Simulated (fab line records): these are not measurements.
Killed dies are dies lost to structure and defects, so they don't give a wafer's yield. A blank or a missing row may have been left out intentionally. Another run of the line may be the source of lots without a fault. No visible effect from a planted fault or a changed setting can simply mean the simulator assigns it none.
A lot that was struck, set against a sound lot	flow berkeley_cmos170	14 out of 331 route steps
Sound: the wafers L926.3, L926.4, L926.5. Wafers struck: L937.2, L937.4, L937.6. The cause is named last.
Per side, at each step with rows, come the tool, then ch with its chambers, and then its first start. Under that, the readings that differ: sound wafers	struck wafers	difference of the means	sigmas: that difference in standard deviations of wafers without a fault.
alike: readings whose means differ by less than 2 such deviations, and words and numbers that are the same on both sides. not compared: withheld readings, readings that some wafer has no value for, bounds like >300 that may hide the same value, and numbers for which the record gives no deviation and whose values overlap.
The two part at a step that has a row with sigmas, a row that says differs or no value, or rows on one side only. Non-overlapping numbers with no deviation appear without sigmas and do not part them. A reading missing from all wafers of one side parts the sides only when that side holds two or more wafers.

first, 5 steps without rows for these wafers: UCB170_PFIELD_COAT_01 (resist thk 900 nm); UCB170_PFIELD_SOFTBAKE_02 (time 60 s); UCB170_PFIELD_EXPOSE_03 (exposes mask PFIELD, target cd 1500 nm); UCB170_PFIELD_PEB_04; UCB170_PFIELD_DEVELOP_05 (develop time 45 s).
UCB170_PFIELD_OVL_MEAS_06:
  sound on overlay-01, day 6 09:25; struck on overlay-02, day 8 23:19
  alike: PFIELD_OVL
after that, 1 step had no rows for these wafers: UCB170_PFIELD_IMPLANT_07.
UCB170_PFIELD_STRIP_08: strips in O2.
  sound on plasma_asher-04 ch 0,1, day 6 09:37; struck on plasma_asher-04 ch 0,1, day 8 23:30
  alike: drypump_motor_current_A, oes_product_au, strip_time_to_endpoint_s
  not compared: rf_hours_counter_h
UCB170_PFIELD_TW_MEAS_09:
  sound on film_metro-02, day 6 09:43; struck on film_metro-04, day 8 23:37
  alike: PFIELD_TW
then, 2 steps without rows for these wafers: UCB170_FIELD_CLEAN_00 (cleans in dHF, time 7.5 s); UCB170_FIELD_OXIDATION_01 (target thk 558.3 nm, ox time 7200 s).
UCB170_FIELD_THK_MEAS_02:
  sound on film_metro-03, day 6 16:00; struck on film_metro-01, day 9 05:26
  alike: FIELD_OXIDE_THK
UCB170_FIELD_ANNEAL_03: time 1200 s.
  sound on furnace-02 ch 0, day 6 17:29; struck on furnace-01, day 9 08:07
  no value came back on the struck wafers for spike_tc_centre_C (C), spike_tc_load_C (C); on the sound wafers spike_tc_centre_C (C) reads 1003.5 1004.3 1003.0
then, 1 step without rows for these wafers: UCB170_FIELD_WET_ETCH_04 (etches SiO2 in dHF, time 60 s).

== WHERE THEY PART ==
UCB170_FIELD_ANNEAL_03 only, going by this record.

WHY: what had been put in by the simulator
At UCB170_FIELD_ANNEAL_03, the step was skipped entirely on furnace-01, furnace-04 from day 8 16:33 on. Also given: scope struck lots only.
